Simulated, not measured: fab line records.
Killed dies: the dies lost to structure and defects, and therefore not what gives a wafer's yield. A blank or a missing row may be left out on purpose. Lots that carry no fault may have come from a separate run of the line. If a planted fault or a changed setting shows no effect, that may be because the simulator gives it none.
Problem report in the 8D (eight disciplines) form, filled by code / flow rit_cmos / the parts of the form that need people (team, actions taken, sign-off) are left out

1. WHAT IS WRONG
ACTIVE_NITRIDE_THK at RIT_ACTIVE_THK_MEAS_04 reads a mean of 134.5 nm on 9 wafers of 3 lots; wafers without a fault read 150.2 nm with a standard deviation of 1.4. Relative to the usual mean, that is a shift of -11 standard deviations.
The first sign was on wafer L547.1 at day 5 02:32, on film_metro-03. The record has a number at this step for 45 wafers belonging to 15 lots. The rule behind "out" and "out of limits": a value lying over 4 standard deviations away from the usual mean. The rest of the wafers with a number are treated as sound.

2. WHAT IT IS; WHAT IT IS NOT
question=which readings at this step; is=ACTIVE_NITRIDE_THK; is not=-
question=which lots; is=L547, L549, L551; is not=L530, L531, L532, L533, L534, L535, L537, L538, L539, L541, L543, L544
question=which wafers of those lots; is=all that have a number; is not=-
question=read on which gauges; is=film_metro-03; is not=film_metro-02, film_metro-04
question=when; is=from day 5 02:32; is not=up to then (36 sound wafers)

3. THE SUSPECTS, EACH WITH WHAT RULES IT OUT
Counting: a tool stays on the suspect list if, at a process step up to the reading, it processed all lots that are out and no sound lot following the first of them.
- the gauge at RIT_ACTIVE_THK_MEAS_04: kept. All the wafers that are out were read on film_metro-03, and no step on other tools shows them out.
- lpcvd-01 at RIT_ACTIVE_CVD_03 (deposits Si3N4 from SiH2Cl2/NH3, target thk 150 nm, time 1500 s): kept. All lots that are out passed through it, beginning with L547 at day 5 01:07, and no sound lot followed; its final sound lot before that point was L544 at day 4 10:07.
Left after counting: lpcvd-01 at RIT_ACTIVE_CVD_03, film_metro-03 at RIT_ACTIVE_THK_MEAS_04.

4. THE CAUSE (what the simulator had put in)
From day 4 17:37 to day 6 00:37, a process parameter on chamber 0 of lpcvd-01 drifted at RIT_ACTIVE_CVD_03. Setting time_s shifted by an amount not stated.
This tool is one of the 2 suspects left after counting.

5. SEQUENCE OF EFFECTS, ordered by route
Rows list readings where the struck wafers' mean (over those with a number) sits beyond 3 standard deviations from the usual. Only readings for which the record gives a usual standard deviation are gone through. hours: the time from each lot's start at the first step in this table that gives one to its start at this step, as a median over the lots. sigmas: the change in usual standard deviations.
hours=0; step=RIT_ACTIVE_THK_MEAS_04; reading=ACTIVE_NITRIDE_THK; usual=150.2 nm; on struck wafers=134.5; change=-15.7; sigmas=-11

6. HOW IT WOULD HAVE BEEN CAUGHT EARLIER
The first out-of-limits reading at a measuring or inspecting step in this record came at day 5 02:32, 9 hours after the fault's start at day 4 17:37.
Lots out: 3; of these, L549, L551 started RIT_ACTIVE_CVD_03 on lpcvd-01 after day 5 02:32. A hold on the tool at that time would have spared those 2.
